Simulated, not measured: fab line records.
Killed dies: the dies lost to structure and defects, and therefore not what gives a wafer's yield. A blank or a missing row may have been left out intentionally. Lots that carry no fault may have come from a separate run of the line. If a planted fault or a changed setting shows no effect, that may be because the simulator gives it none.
Split-lot trial :: flow rit-cmos :: on a route of 202 steps: 5 lots, 23 wafers read

== THE SPLIT ==
At RIT_ACTIVE_CVD_03 (deposits Si3N4 from SiH2Cl2/NH3, target thk 150 nm, time 1500 s), the setting sih2cl2-flow-sccm was moved away from the recipe's 60 sccm on 15 of the 23 wafers read, by -10.2% to +13.8%. The other wafers ran this setting at the recipe's value.

There is no step in the file separating the split from the reading.

== THE READING ==
ACTIVE_NITRIDE_THK, in nm, at RIT_ACTIVE_THK_MEAS_04. Fault-free wafers of this fab line usually give 149.8 nm, standard deviation 1.2 nm.

wafer: L075.1
tool, chamber at the split: -, -
sih2cl2-flow-sccm as run, sccm: 60
against the recipe: recipe
ACTIVE_NITRIDE_THK, nm: 149.7
against lot-mates on the recipe: -

wafer: L075.2
tool, chamber at the split: -, -
sih2cl2-flow-sccm as run, sccm: 60
against the recipe: recipe
ACTIVE_NITRIDE_THK, nm: 148.8
against lot-mates on the recipe: -

wafer: L075.3
tool, chamber at the split: -, -
sih2cl2-flow-sccm as run, sccm: 60
against the recipe: recipe
ACTIVE_NITRIDE_THK, nm: 149.6
against lot-mates on the recipe: -

wafer: L075.4
tool, chamber at the split: -, -
sih2cl2-flow-sccm as run, sccm: 60
against the recipe: recipe
ACTIVE_NITRIDE_THK, nm: 148.5
against lot-mates on the recipe: -

wafer: L075.6
tool, chamber at the split: -, -
sih2cl2-flow-sccm as run, sccm: 60
against the recipe: recipe
ACTIVE_NITRIDE_THK, nm: 150.2
against lot-mates on the recipe: -

wafer: L078.1
tool, chamber at the split: -, -
sih2cl2-flow-sccm as run, sccm: 53.85
against the recipe: -10.2%
ACTIVE_NITRIDE_THK, nm: 146.6
against lot-mates on the recipe: no lot-mate on the recipe

wafer: L078.2
tool, chamber at the split: -, -
sih2cl2-flow-sccm as run, sccm: 53.85
against the recipe: -10.2%
ACTIVE_NITRIDE_THK, nm: 145.1
against lot-mates on the recipe: no lot-mate on the recipe

wafer: L078.4
tool, chamber at the split: -, -
sih2cl2-flow-sccm as run, sccm: 53.85
against the recipe: -10.2%
ACTIVE_NITRIDE_THK, nm: 145.0
against lot-mates on the recipe: no lot-mate on the recipe

wafer: L078.5
tool, chamber at the split: -, -
sih2cl2-flow-sccm as run, sccm: 53.85
against the recipe: -10.2%
ACTIVE_NITRIDE_THK, nm: 147.3
against lot-mates on the recipe: no lot-mate on the recipe

wafer: L078.6
tool, chamber at the split: -, -
sih2cl2-flow-sccm as run, sccm: 53.85
against the recipe: -10.2%
ACTIVE_NITRIDE_THK, nm: 146.5
against lot-mates on the recipe: no lot-mate on the recipe

wafer: L079.1
tool, chamber at the split: lpcvd-01, 1
sih2cl2-flow-sccm as run, sccm: 60
against the recipe: recipe
ACTIVE_NITRIDE_THK, nm: 148.8
against lot-mates on the recipe: -

wafer: L079.3
tool, chamber at the split: lpcvd-01, 1
sih2cl2-flow-sccm as run, sccm: 60
against the recipe: recipe
ACTIVE_NITRIDE_THK, nm: 149.0
against lot-mates on the recipe: -

wafer: L079.6
tool, chamber at the split: lpcvd-01, 1
sih2cl2-flow-sccm as run, sccm: 60
against the recipe: recipe
ACTIVE_NITRIDE_THK, nm: 149.0
against lot-mates on the recipe: -

wafer: L082.1
tool, chamber at the split: -, -
sih2cl2-flow-sccm as run, sccm: 68.3
against the recipe: +13.8%
ACTIVE_NITRIDE_THK, nm: 153.5
against lot-mates on the recipe: no lot-mate on the recipe

wafer: L082.2
tool, chamber at the split: -, -
sih2cl2-flow-sccm as run, sccm: 68.3
against the recipe: +13.8%
ACTIVE_NITRIDE_THK, nm: 154.0
against lot-mates on the recipe: no lot-mate on the recipe

wafer: L082.4
tool, chamber at the split: -, -
sih2cl2-flow-sccm as run, sccm: 68.3
against the recipe: +13.8%
ACTIVE_NITRIDE_THK, nm: 153.7
against lot-mates on the recipe: no lot-mate on the recipe

wafer: L082.5
tool, chamber at the split: -, -
sih2cl2-flow-sccm as run, sccm: 68.3
against the recipe: +13.8%
ACTIVE_NITRIDE_THK, nm: 154.0
against lot-mates on the recipe: no lot-mate on the recipe

wafer: L082.6
tool, chamber at the split: -, -
sih2cl2-flow-sccm as run, sccm: 68.3
against the recipe: +13.8%
ACTIVE_NITRIDE_THK, nm: 153.8
against lot-mates on the recipe: no lot-mate on the recipe

wafer: L084.1
tool, chamber at the split: -, -
sih2cl2-flow-sccm as run, sccm: 63.83
against the recipe: +6.4%
ACTIVE_NITRIDE_THK, nm: 149.8
against lot-mates on the recipe: no lot-mate on the recipe

wafer: L084.2
tool, chamber at the split: -, -
sih2cl2-flow-sccm as run, sccm: 63.83
against the recipe: +6.4%
ACTIVE_NITRIDE_THK, nm: 151.0
against lot-mates on the recipe: no lot-mate on the recipe

wafer: L084.3
tool, chamber at the split: -, -
sih2cl2-flow-sccm as run, sccm: 63.83
against the recipe: +6.4%
ACTIVE_NITRIDE_THK, nm: 151.3
against lot-mates on the recipe: no lot-mate on the recipe

wafer: L084.4
tool, chamber at the split: -, -
sih2cl2-flow-sccm as run, sccm: 63.83
against the recipe: +6.4%
ACTIVE_NITRIDE_THK, nm: 151.4
against lot-mates on the recipe: no lot-mate on the recipe

wafer: L084.5
tool, chamber at the split: -, -
sih2cl2-flow-sccm as run, sccm: 63.83
against the recipe: +6.4%
ACTIVE_NITRIDE_THK, nm: 150.7
against lot-mates on the recipe: no lot-mate on the recipe

THE FIT
A straight line over all 23 wafers: ACTIVE_NITRIDE_THK changes by +0.314 nm for each +1% of sih2cl2-flow-sccm; r = +0.97; the points scatter about the line by 0.66 nm.
Too few moved wafers have a lot-mate on the recipe to fit a line with each lot's own level taken away.

== THE WHOLE CHAIN: every reading that the file lists as answering this split, in the file's order ==
step: RIT_ACTIVE_CVD_03
what it does: deposits Si3N4 from SiH2Cl2/NH3, target thk 150 nm, time 1500 s
reading: Si3N4_of_ACTIVE_CVD_03.thk-nm (the simulator's own value, which no gauge read)
change (the file's fit): +0.312 nm for each +1% of the setting
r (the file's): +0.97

step: RIT_ACTIVE_THK_MEAS_04
what it does: 
reading: ACTIVE_NITRIDE_THK
change (the file's fit): +0.314 for each +1% of the setting
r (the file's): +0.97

step: RIT_ACTIVE_CLEAN_16
what it does: cleans in dHF, time 30 s
reading: Si3N4_of_ACTIVE_CVD_03.thk-nm (the simulator's own value, which no gauge read)
change (the file's fit): +0.315 nm for each +1% of the setting
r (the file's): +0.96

== FILE'S OWN FIT ==
ACTIVE_NITRIDE_THK changes by +0.314 nm for each +1% of sih2cl2-flow-sccm, r = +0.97.
